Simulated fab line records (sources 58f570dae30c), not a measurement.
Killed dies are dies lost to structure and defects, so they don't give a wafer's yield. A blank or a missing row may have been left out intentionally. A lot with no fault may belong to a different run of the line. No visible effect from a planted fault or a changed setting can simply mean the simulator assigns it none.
Split-lot trial | flow berkeley cmos170 | on a route of 331 steps: 5 lots, 27 wafers read

## SPLIT DETAILS
At UCB170_GATE_CVD_04 (deposits poly-Si from SiH4, time 1440 s, target thk 214 nm), the setting time s was moved away from the recipe's 1440 s on 18 of the 27 wafers read, by -25.6% to +48.5%. This setting was run at the recipe's value on the other wafers.

## FROM THE SPLIT TO THE READING: what the file shows between them, 4 steps
- UCB170_GATE_THK_MEAS_05
- UCB170_GATE_COAT_06
- UCB170_GATE_COAT_07: resist thk 900 nm
- UCB170_GATE_ETCH_14: etches BARC in N2/H2

## THE READING
oes product au, in a.u., at UCB170_GATE_ETCH_15 (etches poly-Si in HBr/Cl2, stops on SiO2, time 56.3 s, target depth 278.2 nm). On this fab line, fault-free wafers typically give 0.829 a.u. with a standard deviation of 0.012 a.u.

wafer  | tool, chamber at the split | time s as run, s | against the recipe | oes product au, a.u. | against lot-mates on the recipe
L075.1 | -, -                       | 2110             | +46.5%             | 0.999                | no lot-mate on the recipe
L075.2 | -, -                       | 2110             | +46.5%             | 0.983                | no lot-mate on the recipe
L075.3 | -, -                       | 2110             | +46.5%             | 0.995                | no lot-mate on the recipe
L075.4 | -, -                       | 2110             | +46.5%             | 0.992                | no lot-mate on the recipe
L075.5 | -, -                       | 2110             | +46.5%             | 0.998                | no lot-mate on the recipe
L075.6 | -, -                       | 2110             | +46.5%             | 1.006                | no lot-mate on the recipe
L079.3 | lpcvd-01, 1                | 1440             | recipe             | 0.836                | -
L079.4 | lpcvd-01, 1                | 1440             | recipe             | 0.824                | -
L079.6 | lpcvd-01, 1                | 1440             | recipe             | 0.857                | -
L081.1 | -, -                       | 2139             | +48.5%             | 1.009                | no lot-mate on the recipe
L081.2 | -, -                       | 2139             | +48.5%             | 0.985                | no lot-mate on the recipe
L081.3 | -, -                       | 2139             | +48.5%             | 0.999                | no lot-mate on the recipe
L081.4 | -, -                       | 2139             | +48.5%             | 0.994                | no lot-mate on the recipe
L081.5 | -, -                       | 2139             | +48.5%             | 1.013                | no lot-mate on the recipe
L081.6 | -, -                       | 2139             | +48.5%             | 0.978                | no lot-mate on the recipe
L084.1 | -, -                       | 1440             | recipe             | 0.818                | -
L084.2 | -, -                       | 1440             | recipe             | 0.846                | -
L084.3 | -, -                       | 1440             | recipe             | 0.817                | -
L084.4 | -, -                       | 1440             | recipe             | 0.816                | -
L084.5 | -, -                       | 1440             | recipe             | 0.817                | -
L084.6 | -, -                       | 1440             | recipe             | 0.825                | -
L085.1 | -, -                       | 1071             | -25.6%             | 0.697                | no lot-mate on the recipe
L085.2 | -, -                       | 1071             | -25.6%             | 0.679                | no lot-mate on the recipe
L085.3 | -, -                       | 1071             | -25.6%             | 0.686                | no lot-mate on the recipe
L085.4 | -, -                       | 1071             | -25.6%             | 0.700                | no lot-mate on the recipe
L085.5 | -, -                       | 1071             | -25.6%             | 0.687                | no lot-mate on the recipe
L085.6 | -, -                       | 1071             | -25.6%             | 0.686                | no lot-mate on the recipe

FIT RESULTS
A straight line over all 27 wafers: oes product au changes by +0.00401 a.u. for each +1% of time s; r = +0.99; the points scatter about the line by 0.019 a.u.
Too few moved wafers with a lot-mate on the recipe to fit a line net of each lot's own level.

## THE WHOLE CHAIN: every reading that the file lists as answering this split, in the file's order
step                    | what it does                                                                 | reading                                                                        | change (the file's fit)                   | r (the file's)
UCB170_GATE_CVD_04      | deposits poly-Si from SiH4, time 1440 s, target thk 214 nm                   | poly-Si_of_GATE_CVD_04.thk nm (the simulator's own value, which no gauge read) | +2.14 nm for each +1% of the setting      | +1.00
UCB170_GATE_THK_MEAS_05 |                                                                              | GATE_POLY_THK                                                                  | +2.14 for each +1% of the setting         | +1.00
UCB170_GATE_ETCH_15     | etches poly-Si in HBr/Cl2, stops on SiO2, time 56.3 s, target depth 278.2 nm | oes product au                                                                 | +0.00401 a.u. for each +1% of the setting | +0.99
UCB170_GATE_ETCH_15     | etches poly-Si in HBr/Cl2, stops on SiO2, time 56.3 s, target depth 278.2 nm | etch.depth nm (the simulator's own value, which no gauge read)                 | +1.49 nm for each +1% of the setting      | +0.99
UCB170_GATE_ETCH_15     | etches poly-Si in HBr/Cl2, stops on SiO2, time 56.3 s, target depth 278.2 nm | GATE.feature depth nm (the simulator's own value, which no gauge read)         | +1.53 nm for each +1% of the setting      | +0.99

## FILE'S OWN FIT
oes product au changes by +0.00401 a.u. for each +1% of time s, r = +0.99.
